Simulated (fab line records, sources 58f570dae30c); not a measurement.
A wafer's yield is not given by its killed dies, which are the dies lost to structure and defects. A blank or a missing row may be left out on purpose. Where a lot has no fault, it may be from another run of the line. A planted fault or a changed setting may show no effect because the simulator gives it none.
fab line records + flow berkeley-cmos170
record:
- lots: 6
- wafers: 18
- last-day: 13
route steps=331 shown PWELL@50 WELLDRIVE@55 ACTIVE@60
lots that met no fault: from a run of the same line without faults
start-h: hours from the record's opening day to when the first of the lot's shown wafers began + wait-h: hours from the lot's prior step to this one + " identical to the entry in the row above + L1.1+2: one row covering several wafers at once + - either no value or no given start + * or withheld: withheld + < > ~ a bound
route shown NAME@n: a module of which the file shows steps, and the number in the route of the first + usual: mean/standard deviation taken from wafers without a fault + same: alike in all rows + chamber/n: place in a boat + sites: per-site readings + _std_site: standard deviation of those values + _edge_site: the outer-site mean with the inner-site mean subtracted + radius-mm: for every site, how far away it sits from the centre of the wafer + mask NAME#n: copy n + behind: tool/chamber where the wafer was last shaped + hold: why the lot went on hold/how many hours it stayed there/how the hold came to an end + device: which transistor (n, p or np) failed to switch + end of line: the tests these same wafers got at the end of their route + for a step that has no rows: nothing shown but its recipe + killed: dies that structure and defects cost at the first sort, which is not the same as the wafer's yield + map: the dies of a wafer, with x for killed, . for not killed, _ for no die there
set.NAME: the setting that was run; set.NAME@STEP: the one run at that earlier step + model.NAME: the simulator's own value behind a step, which no gauge read
lots seen at some steps along the route; tables by step, rows by wafer
services: when a tool's chamber went out of use (start-h, in hours from the record's first day, below 0 if earlier), for how many hours, and the reason
== steps ==
step: UCB170_PWELL_STRIP_16
recipe:
- chemistry: O2
- power-w: 400
- pressure-mtorr: 3500
- platen-temp-c: withheld
- o2-flow-sccm: 400
- overash-fraction: 0.4734
usual:
- drypump-motor-current-A: 5.3/0.34
- oes-product-au: 0.729/0.0043
- strip-time-to-endpoint-s: 18.07/0.065
| lot.wafer | tool            | chamber | start-h | wait-h | drypump-motor-current-A | oes-product-au | rf-hours-counter-h | strip-time-to-endpoint-s |
|-----------|-----------------|---------|---------|--------|-------------------------|----------------|--------------------|--------------------------|
| L551.1    | plasma-asher-03 | 0       | 119.66  | 0.1    | 4.8                     | 0.731          | 34                 | 18.11                    |
| L551.2    | "               | 1       | "       | "      | 5.0                     | 0.724          | 34                 | 17.97                    |
| L551.4    | "               | 0       | "       | "      | 4.8                     | 0.735          | -                  | 18.06                    |
| L556.1    | plasma-asher-02 | 0       | 140.83  | 0.1    | 5.2                     | 0.728          | 42                 | 18.10                    |
| L556.2    | "               | 1       | "       | "      | 5.6                     | 0.728          | 42                 | 18.11                    |
| L556.6    | "               | 1       | "       | "      | 5.6                     | 0.717          | -                  | 18.17                    |
| L557.2    | plasma-asher-02 | 1       | 145.80  | 0.1    | 5.6                     | 0.726          | 42                 | 18.17                    |
| L557.3    | "               | 1       | "       | "      | 5.6                     | 0.729          | -                  | 18.09                    |
| L557.4    | "               | 0       | "       | "      | 5.2                     | 0.737          | -                  | 18.07                    |
| L560.2    | plasma-asher-03 | 0       | 161.74  | 0.1    | 4.9                     | 0.726          | 38                 | 18.08                    |
| L560.3    | "               | 1       | "       | "      | 5.0                     | 0.730          | -                  | 18.20                    |
| L560.4    | "               | 0       | "       | "      | 4.8                     | 0.727          | -                  | 18.28                    |
| L562.2    | plasma-asher-01 | 1       | 171.95  | 0.1    | 5.3                     | 0.726          | 6                  | 18.02                    |
| L562.3    | "               | 1       | "       | "      | 5.3                     | 0.727          | -                  | 18.11                    |
| L562.5    | "               | 0       | "       | "      | 5.9                     | 0.731          | -                  | 18.17                    |
| L561.1    | plasma-asher-02 | 0       | 172.32  | 0.1    | 5.2                     | 0.731          | 45                 | 18.08                    |
| L561.4    | "               | 0       | "       | "      | 5.2                     | 0.726          | -                  | 18.14                    |
| L561.6    | "               | 1       | "       | "      | 5.7                     | 0.729          | -                  | 18.11                    |
step: UCB170_PWELL_TW_MEAS_17
usual:
- PWELL_TW: 377.2/2
| lot.wafer | tool          | chamber | start-h | wait-h | PWELL_TW |
|-----------|---------------|---------|---------|--------|----------|
| L551.1    | film-metro-03 | -       | 119.76  | 0.1    | 376.4    |
| L551.2    | "             | -       | "       | "      | 377.8    |
| L551.4    | "             | -       | "       | "      | 377.5    |
| L556.1    | film-metro-01 | -       | 140.93  | 0.1    | 372.2    |
| L556.2    | "             | -       | "       | "      | 372.9    |
| L556.6    | "             | -       | "       | "      | 373.7    |
| L557.2    | film-metro-03 | -       | 145.91  | 0.1    | 377.2    |
| L557.3    | "             | -       | "       | "      | 376.7    |
| L557.4    | "             | -       | "       | "      | 377.2    |
| L560.2    | film-metro-04 | -       | 161.85  | 0.1    | 379.7    |
| L560.3    | "             | -       | "       | "      | 379.3    |
| L560.4    | "             | -       | "       | "      | 378.9    |
| L562.2    | film-metro-03 | -       | 172.06  | 0.1    | 377.5    |
| L562.3    | "             | -       | "       | "      | 378.1    |
| L562.5    | "             | -       | "       | "      | 376.3    |
| L561.1    | film-metro-01 | -       | 172.48  | 0.1    | 375.1    |
| L561.4    | "             | -       | "       | "      | 379.1    |
| L561.6    | "             | -       | "       | "      | 376.2    |
step: UCB170_PWELL_CLEAN_18
recipe:
- chemistry: SPM
- temp-c: 120
- time-s: 600
step: UCB170_PWELL_WET_ETCH_19
recipe:
- chemistry: H3PO4
- target: Si3N4
- temp-c: 160
- time-s: 14400
step: UCB170_PWELL_WET_ETCH_20
recipe:
- chemistry: BOE
- dilution: 5:1
- target: SiO2
- temp-c: 25
- time-s: 22
step: UCB170_WELLDRIVE_CLEAN_00
recipe:
- chemistry: SPM
- temp-c: 120
- time-s: 600
step: UCB170_WELLDRIVE_OXIDATION_01
recipe:
- temp-c: 1100
- ambient: O2
- target-thk-a: 1990
- ox-time-s: 9000
step: UCB170_WELLDRIVE_THK_MEAS_02
recipe:
- reads: SiO2_of_WELLDRIVE_OXIDATION_01
usual:
- WELLDRIVE_OXIDE_THK: 200/4.3
| lot.wafer | tool          | chamber | start-h | wait-h | WELLDRIVE_OXIDE_THK[nm] |
|-----------|---------------|---------|---------|--------|-------------------------|
| L551.1    | film-metro-02 | -       | 131.01  | 0.0    | 202                     |
| L551.2    | "             | -       | "       | "      | 203                     |
| L551.4    | "             | -       | "       | "      | 207                     |
| L556.1    | film-metro-01 | -       | 152.33  | 0.0    | 199                     |
| L556.2    | "             | -       | "       | "      | 198                     |
| L556.6    | "             | -       | "       | "      | 200                     |
| L557.2    | film-metro-03 | -       | 157.09  | 0.0    | 202                     |
| L557.3    | "             | -       | "       | "      | 198                     |
| L557.4    | "             | -       | "       | "      | 203                     |
| L560.2    | film-metro-02 | -       | 176.09  | 0.0    | 192                     |
| L560.3    | "             | -       | "       | "      | 193                     |
| L560.4    | "             | -       | "       | "      | 194                     |
| L561.1    | film-metro-02 | -       | 184.71  | 0.0    | 204                     |
| L561.4    | "             | -       | "       | "      | 206                     |
| L561.6    | "             | -       | "       | "      | 204                     |
| L562.2    | film-metro-03 | -       | 184.72  | 0.0    | 200                     |
| L562.3    | "             | -       | "       | "      | 196                     |
| L562.5    | "             | -       | "       | "      | 198                     |
step: UCB170_WELLDRIVE_ANNEAL_03
recipe:
- temp-c: 1100
- time-s: 900
- ambient: N2
step: UCB170_WELLDRIVE_WET_ETCH_04
recipe:
- chemistry: BOE
- dilution: 5:1
- target: SiO2
- temp-c: 25
- time-s: 120
step: UCB170_ACTIVE_CLEAN_00
recipe:
- chemistry: SPM
- temp-c: 120
- time-s: 600
step: UCB170_ACTIVE_CLEAN_01
recipe:
- chemistry: dHF
- dilution: 25:1
- time-s: 60
step: UCB170_ACTIVE_OXIDATION_02
recipe:
- temp-c: 1000
- ambient: O2
- target-thk-a: 264
- ox-time-s: 1260
usual:
- ox-temp-c: 1000.0/0.46
- ox-temp-c-max: 1006.2/1.5
- spike-tc-centre-C: 1001.6/1.2
- tube-center-temp-C: 1000/0.09
- zone-power-source-pct: 38.4/2.7
| lot.wafer | tool       | chamber | start-h | wait-h | ox-temp-c | ox-temp-c-max | spike-tc-centre-C | tube-center-temp-C | zone-power-source-pct |
|-----------|------------|---------|---------|--------|-----------|---------------|-------------------|--------------------|-----------------------|
| L551.1    | furnace-04 | 0       | 143.31  | 4.4    | 1000.1    | 1007.2        | 999.6             | 999.89             | 36.4                  |
| L551.2    | "          | 0       | "       | "      | 1000.7    | 1009.7        | 1000.8            | 1000.1             | 35.7                  |
| L551.4    | "          | 0       | "       | "      | 1000.3    | 1008.0        | 1001.5            | 1000               | 36.4                  |
| L556.1    | furnace-02 | -       | 162.88  | 5.2    | -         | -             | -                 | -                  | -                     |
| L556.2    | "          | -       | "       | "      | -         | -             | -                 | -                  | -                     |
| L556.6    | "          | -       | "       | "      | -         | -             | -                 | -                  | -                     |
| L557.2    | furnace-02 | -       | 168.23  | 5.1    | -         | -             | -                 | -                  | -                     |
| L557.3    | "          | -       | "       | "      | -         | -             | -                 | -                  | -                     |
| L557.4    | "          | -       | "       | "      | -         | -             | -                 | -                  | -                     |
| L560.2    | furnace-02 | 0       | 188.33  | 5.3    | 1000.4    | 1005.7        | 1002.8            | 1000.2             | 37.5                  |
| L560.3    | "          | 0       | "       | "      | 999.8     | 1004.6        | 1004.3            | 999.97             | 37.6                  |
| L560.4    | "          | 0       | "       | "      | 1000.4    | 1006.2        | 1002.7            | 999.91             | 37.3                  |
| L561.1    | furnace-01 | 0       | 198.20  | 3.8    | 1000.4    | 1006.3        | 1001.9            | 1000.1             | 43.0                  |
| L561.4    | "          | 0       | "       | "      | 1000.0    | 1006.1        | 1002.0            | 999.97             | 43.5                  |
| L561.6    | "          | 0       | "       | "      | 1000.1    | 1005.2        | 1002.1            | 1000.1             | 42.6                  |
| L562.2    | furnace-01 | 0       | 198.20  | 3.8    | 999.7     | 1005.5        | 1003.4            | 999.95             | 42.6                  |
| L562.3    | "          | 0       | "       | "      | 999.7     | 1005.7        | 1001.8            | 999.93             | 42.5                  |
| L562.5    | "          | 0       | "       | "      | 999.4     | 1004.8        | 1002.4            | 999.87             | 42.5                  |
step: UCB170_ACTIVE_ANNEAL_04
recipe:
- temp-c: 1000
- time-s: 900
- ambient: N2
== services ==
| tool            | chamber | start-h | hours | kind       |
|-----------------|---------|---------|-------|------------|
| plasma-asher-01 | -       | 108.75  | 9.0   | pm         |
| plasma-asher-01 | 0       | 108.75  | 9.0   | vent-cycle |
| plasma-asher-01 | 1       | 108.75  | 9.0   | vent-cycle |
| plasma-asher-01 | 0       | 117.75  | -     | clean      |
| plasma-asher-01 | 1       | 117.75  | -     | clean      |
| furnace-04      | -       | 133.15  | 3.2   | pm         |
| furnace-02      | -       | 176.08  | 3.2   | pm         |
| plasma-asher-02 | -       | 185.92  | 0.7   | repair     |
| plasma-asher-02 | -       | 189.25  | 0.6   | repair     |
| furnace-04      | -       | 193.56  | 13.2  | pm         |
== key ==
first-sign:
- step: UCB170_ACTIVE_OXIDATION_02
- reading: tool-record
- direction: missing
effect none on later readings
met-at UCB170_ACTIVE_OXIDATION_02
struck-wafers L556.1,L556.2,L556.6,L557.2,L557.3,L557.4
later-rows-left-out L556.1,L556.2,L556.6,L557.2,L557.3,L557.4
sort-left-out L556.1,L556.2,L556.6,L557.2,L557.3,L557.4
tester-left-out L556,L557
fault:
- kind: skipped-step-whole
- tool: furnace-02
- chamber: -
- onset-h: 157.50
- steps: UCB170_ACTIVE_OXIDATION_02
- scope: struck-lots-only
tester-left-out: of these lots the tester's yield and bins aren't shown, on N5 and GAA mostly nor the transistor test; their killed dies are dies lost to structure and defects alone, not to doping, threshold or leakage, so they don't give the yield
sort-left-out: the simulated sort isn't trusted on such a fault, so these wafers' sort isn't shown, and their yield isn't known
later-rows-left-out: the simulator's readings of these wafers behind a module that went badly wrong aren't trusted and aren't shown, but for the sort
